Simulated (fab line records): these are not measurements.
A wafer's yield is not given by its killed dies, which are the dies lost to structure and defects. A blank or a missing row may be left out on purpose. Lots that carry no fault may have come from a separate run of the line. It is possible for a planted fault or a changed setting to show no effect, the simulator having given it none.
fab line records + flow rit-cmos
[record]
- lots = 15
- wafers = 45
- last-day = 8
route steps=202 shown NWELL@36 M1@202
lots that met no fault: taken from a fault-free run of the same line
start-h: hours from the record's opening day to when the first of the lot's shown wafers began + wait-h: hours since the lot's step before + " unchanged from the row above + L1.1+2: a row that stands for several wafers + - no value, or no start was given + * or withheld: withheld + < > ~ a bound
route shown NAME@n: a module of which the file shows steps, and the number in the route of the first + usual: mean and standard deviation over wafers with no fault + same: alike in all rows + chamber/n: place in a boat + sites: readings site by site + _std_site: the values' standard deviation + _edge_site: outer sites' mean less inner sites' + radius-mm: how far each site lies from the wafer's centre + mask NAME#n: copy n + behind: tool/chamber where the wafer was last shaped + hold: why the lot was held/for how many hours/how that ended + device: names the non-switching transistor (n, p or np) + end of line: the tests these same wafers got at the end of their route + where a step has no rows: the recipe by itself + killed: dies lost to structure and defects at the first sort, not the wafer's yield + map: dies across one wafer; x = killed, . = not, _ = none there
set.NAME: setting as actually run; set.NAME@STEP: the setting as run at that earlier step + model.NAME: the simulator's own value behind a step, which no gauge read
one table for each step of the route and one row for each wafer, over a sample of lots
[[steps]]
[step RIT_NWELL_IMPLANT_08]
[recipe]
- species = P
- energy-kev = 170
- dose-cm2 = 5e+13
- tilt-deg = 7.293
[usual]
- beam-energy-keV = 170.00/0.054
- dose-ions-cm2 = 5e+13/5.3e+10
| lot.wafer | tool         | chamber | start-h | wait-h | beam-energy-keV | dose-ions-cm2 |
|-----------|--------------|---------|---------|--------|-----------------|---------------|
| L177.1    | implanter-02 | 0       | 25.04   | 0.2    | 169.97          | 4.995e+13     |
| L177.2    | "            | 0       | "       | "      | 169.97          | 4.995e+13     |
| L177.4    | "            | 0       | "       | "      | 169.89          | 4.992e+13     |
| L179.2    | implanter-01 | 0       | 36.96   | 0.2    | 170.01          | 5.001e+13     |
| L179.3    | "            | 0       | "       | "      | 170.02          | 4.999e+13     |
| L179.6    | "            | 0       | "       | "      | 169.92          | 4.995e+13     |
| L180.1    | implanter-02 | 0       | 37.81   | 0.2    | 170.08          | 5.001e+13     |
| L180.3    | "            | 0       | "       | "      | 169.99          | 5.001e+13     |
| L180.5    | "            | 0       | "       | "      | 169.94          | 5.002e+13     |
| L182.3    | implanter-02 | 0       | 49.66   | 0.2    | 169.97          | 5.006e+13     |
| L182.4    | "            | 0       | "       | "      | 169.97          | 5.005e+13     |
| L182.5    | "            | 0       | "       | "      | 170.11          | 5.006e+13     |
| L184.1    | implanter-03 | 0       | 57.20   | 0.2    | 170.00          | 4.998e+13     |
| L184.2    | "            | 0       | "       | "      | 170.00          | 4.999e+13     |
| L184.5    | "            | 0       | "       | "      | 169.92          | 5.001e+13     |
| L185.1    | implanter-02 | 0       | 64.73   | 0.2    | 169.99          | 4.998e+13     |
| L185.5    | "            | 0       | "       | "      | 170.02          | 4.997e+13     |
| L185.6    | "            | 0       | "       | "      | 170.00          | 5.012e+13     |
| L187.1    | implanter-02 | 0       | 72.67   | 0.2    | 170.06          | 4.804e+13     |
| L187.2    | "            | 0       | "       | "      | 170.09          | 4.797e+13     |
| L187.3    | "            | 0       | "       | "      | 170.02          | 4.811e+13     |
| L189.3    | implanter-02 | 0       | 84.32   | 0.2    | 170.01          | 4.794e+13     |
| L189.4    | "            | 0       | "       | "      | 170.05          | 4.787e+13     |
| L189.6    | "            | 0       | "       | "      | 169.95          | 4.796e+13     |
| L190.1    | implanter-02 | 0       | 86.42   | 0.2    | 169.91          | 4.794e+13     |
| L190.2    | "            | 0       | "       | "      | 170.01          | 4.808e+13     |
| L190.3    | "            | 0       | "       | "      | 169.96          | 4.799e+13     |
| L191.2    | implanter-01 | 0       | 92.79   | 0.2    | 169.88          | 4.991e+13     |
| L191.4    | "            | 0       | "       | "      | 170.03          | 4.995e+13     |
| L191.6    | "            | 0       | "       | "      | 169.94          | 4.994e+13     |
| L192.4    | implanter-01 | 0       | 99.24   | 0.2    | 169.93          | 5.008e+13     |
| L192.5    | "            | 0       | "       | "      | 169.95          | 5.002e+13     |
| L192.6    | "            | 0       | "       | "      | 169.97          | 4.996e+13     |
| L195.1    | implanter-01 | 0       | 112.30  | 0.2    | 170.02          | 4.992e+13     |
| L195.2    | "            | 0       | "       | "      | 170.01          | 5.002e+13     |
| L195.4    | "            | 0       | "       | "      | 169.96          | 4.993e+13     |
| L197.4    | implanter-01 | 0       | 131.95  | 0.2    | 169.99          | 4.993e+13     |
| L197.5    | "            | 0       | "       | "      | 170.04          | 5.003e+13     |
| L197.6    | "            | 0       | "       | "      | 169.95          | 5.003e+13     |
| L199.1    | implanter-01 | 0       | 136.50  | 0.2    | 170.08          | 5.001e+13     |
| L199.4    | "            | 0       | "       | "      | 169.98          | 4.998e+13     |
| L199.6    | "            | 0       | "       | "      | 169.93          | 4.995e+13     |
| L200.1    | implanter-02 | 0       | 145.27  | 0.2    | 169.97          | 5e+13         |
| L200.2    | "            | 0       | "       | "      | 170.06          | 4.99e+13      |
| L200.5    | "            | 0       | "       | "      | 170.07          | 5.006e+13     |
[step RIT_WELLDRIVE_RS_MEAS_01]
[recipe]
- thk-meas-gauge = four-point-probe
[usual]
- NWELL_RS = 275.5/0.66
| lot.wafer | tool          | chamber | start-h | wait-h | NWELL_RS[ohm/sq] |
|-----------|---------------|---------|---------|--------|------------------|
| L177.1    | film-metro-03 | -       | 33.07   | 0.0    | 274.8            |
| L177.2    | "             | -       | "       | "      | 275.2            |
| L177.4    | "             | -       | "       | "      | 274.4            |
| L179.2    | film-metro-03 | -       | 44.66   | 0.0    | 274.8            |
| L179.3    | "             | -       | "       | "      | 275.1            |
| L179.6    | "             | -       | "       | "      | 275.3            |
| L180.1    | film-metro-04 | -       | 45.51   | 0.0    | 276.2            |
| L180.3    | "             | -       | "       | "      | 276.0            |
| L180.5    | "             | -       | "       | "      | 275.3            |
| L182.3    | film-metro-03 | -       | 58.21   | 0.0    | 275.9            |
| L182.4    | "             | -       | "       | "      | 277.3            |
| L182.5    | "             | -       | "       | "      | 275.9            |
| L184.1    | film-metro-03 | -       | 65.26   | 0.0    | 275.8            |
| L184.2    | "             | -       | "       | "      | 276.3            |
| L184.5    | "             | -       | "       | "      | 275.4            |
| L185.1    | film-metro-03 | -       | 72.14   | 0.0    | 275.8            |
| L185.5    | "             | -       | "       | "      | 275.3            |
| L185.6    | "             | -       | "       | "      | 275.3            |
| L187.1    | film-metro-01 | -       | 79.87   | 0.0    | 281.4            |
| L187.2    | "             | -       | "       | "      | 281.7            |
| L187.3    | "             | -       | "       | "      | 282.1            |
| L189.3    | film-metro-03 | -       | 92.90   | 0.0    | 282.5            |
| L189.4    | "             | -       | "       | "      | 281.8            |
| L189.6    | "             | -       | "       | "      | 282.4            |
| L190.1    | film-metro-01 | -       | 93.44   | 0.0    | 283.8            |
| L190.2    | "             | -       | "       | "      | 284.1            |
| L190.3    | "             | -       | "       | "      | 282.6            |
| L191.2    | film-metro-03 | -       | 101.09  | 0.0    | 275.6            |
| L191.4    | "             | -       | "       | "      | 275.5            |
| L191.6    | "             | -       | "       | "      | 274.9            |
| L192.4    | film-metro-04 | -       | 106.47  | 0.1    | 274.1            |
| L192.5    | "             | -       | "       | "      | 275.0            |
| L192.6    | "             | -       | "       | "      | 275.7            |
| L195.1    | film-metro-03 | -       | 127.87  | 0.0    | 275.2            |
| L195.2    | "             | -       | "       | "      | 275.1            |
| L195.4    | "             | -       | "       | "      | 274.9            |
| L197.4    | film-metro-04 | -       | 139.30  | 0.1    | 275.7            |
| L197.5    | "             | -       | "       | "      | 276.0            |
| L197.6    | "             | -       | "       | "      | 274.8            |
| L199.1    | film-metro-03 | -       | 144.87  | 0.0    | 274.8            |
| L199.4    | "             | -       | "       | "      | 273.7            |
| L199.6    | "             | -       | "       | "      | 274.9            |
| L200.1    | film-metro-01 | -       | 152.50  | 0.0    | 276.8            |
| L200.2    | "             | -       | "       | "      | 275.9            |
| L200.5    | "             | -       | "       | "      | 276.4            |
[step RIT_M1_PROBE_99]
[usual]
- killed-at-contacts = 0.0/0.2
- killed-at-front-end = 7.0/2.8
- killed-dies = 7.0/2.8
- killed-open = 3.4/1.9
- killed-short = 3.6/2
[same]
- gross-dies = 264
- killed_at_M0_to_M3 = 0
- killed_at_M4_up = 0
- killed-at-back-side = 0
- killed-at-other = 0
| lot.wafer | tool      | chamber | start-h | wait-h | killed-at-contacts | killed-at-front-end | killed-dies | killed-open | killed-short |
|-----------|-----------|---------|---------|--------|--------------------|---------------------|-------------|-------------|--------------|
| L189.3    | prober-02 | -       | 125.41  | 0.2    | 0                  | 13                  | 13          | 4           | 9            |
| L189.4    | prober-02 | -       | 125.46  | 0.2    | 0                  | 7                   | 7           | 3           | 4            |
| L189.6    | prober-02 | -       | 125.56  | 0.2    | 0                  | 8                   | 8           | 3           | 5            |
// killed by level:class
L189.3 REOX:geometric-particle:short=3 GATE:geometric-particle:short=3 FOX1:geometric-particle:open=1 FOX1:geometric-particle:short=1 FOX2:geometric-particle:short=1 GATE:geometric-particle:open=1 SPACER:geometric-particle:open=1 SPACER:geometric-particle:short=1
L189.4 GATE:geometric-particle:short=3 ACTIVE:geometric-particle:open=1 FOX2:geometric-particle:short=1 FOX2:geometric-particle:open=1 GATE:geometric-particle:open=1
L189.6 GATE:geometric-particle:short=2 GATE:geometric-particle:open=2 SILICIDE:geometric-particle:short=2 REOX:geometric-particle:short=1 SILICIDE:geometric-particle:open=1
[[key]]
[first-sign]
- step = RIT_NWELL_IMPLANT_08
- reading = dose-ions-cm2
- direction = down
- sigmas = 38
- usual = 5e+13
- struck = 4.799e+13
[effect]
- step = RIT_WELLDRIVE_RS_MEAS_01
- reading = NWELL_RS
- direction = up
- sigmas = 11
- usual = 275.5
- struck = 282.5
met-at RIT_NWELL_IMPLANT_08
struck-lots L187,L189,L190
tester-left-out L187,L189,L190
onset-between 64.73 72.67
[fault]
- kind = process-parameter-drift
- tool = implanter-02
- chamber = -
- onset-h = 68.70
- steps = RIT_NWELL_IMPLANT_08
- channel = dose-cm2
- offset = -2e+12
- shape = step
- end-h = 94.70
- acts-in = these-recipes-only
- stated = 5e+13
// tester-left-out: of these lots the tester's yield and bins aren't shown, on N5 and GAA mostly nor the transistor test; their killed dies are dies lost to structure and defects alone, not to doping, threshold or leakage, so they don't give the yield
